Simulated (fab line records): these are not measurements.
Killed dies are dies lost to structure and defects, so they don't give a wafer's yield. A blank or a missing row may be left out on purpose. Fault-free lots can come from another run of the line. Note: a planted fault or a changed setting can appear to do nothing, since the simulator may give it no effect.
Which of the tools did it? / flow ritCmos / at 1 step of a route of 202, 7 lots with 21 wafers sampled

== WHAT THE GAUGES SHOWED, per wafer ==
RIT_FOX2_THK_MEAS_01.
lot=L570; measured=day 2 00:13; on=filmMetro-04; FOX2_OXIDE_THK (nm)=360 361 361
lot=L572; measured=day 2 10:05; on=filmMetro-04; FOX2_OXIDE_THK (nm)=358 357 350
lot=L574; measured=day 2 19:31; on=filmMetro-03; FOX2_OXIDE_THK (nm)=350 352 352
lot=L576; measured=day 3 05:28; on=filmMetro-03; FOX2_OXIDE_THK (nm)=348 349 345
lot=L585; measured=day 5 02:29; on=filmMetro-02; FOX2_OXIDE_THK (nm)=353 348 349
lot=L589; measured=day 5 22:31; on=filmMetro-04; FOX2_OXIDE_THK (nm)=354 358 353
lot=L591; measured=day 6 10:22; on=filmMetro-03; FOX2_OXIDE_THK (nm)=346 350 354

== WHAT TOOL EACH LOT RAN ON (gives the tool, then ch and the chambers of the sampled wafers, and finally the start) ==
Record: no process step prior to these readings.

== THE ANSWER, worked out from the rows above alone ==
Rule: what is usual is taken from the lots themselves. Put in order of their means at a reading, lots are off if they are a third of the lots or fewer, leave a main group of 4 or more, and stand apart from it by a gap of 3 or more times the standard deviation of the main group's means; of several such gaps the widest counts. Not used: any main group whose means are identical at the precision the tables above print for the reading. Also off: a lot with no number at a reading for which 4 or more lots have one. The other lots that the step has rows for count as sound.
Across all readings shown, no lot is off: no conclusion can be drawn from this.

== WHAT THE SIMULATOR HAD INSERTED ==
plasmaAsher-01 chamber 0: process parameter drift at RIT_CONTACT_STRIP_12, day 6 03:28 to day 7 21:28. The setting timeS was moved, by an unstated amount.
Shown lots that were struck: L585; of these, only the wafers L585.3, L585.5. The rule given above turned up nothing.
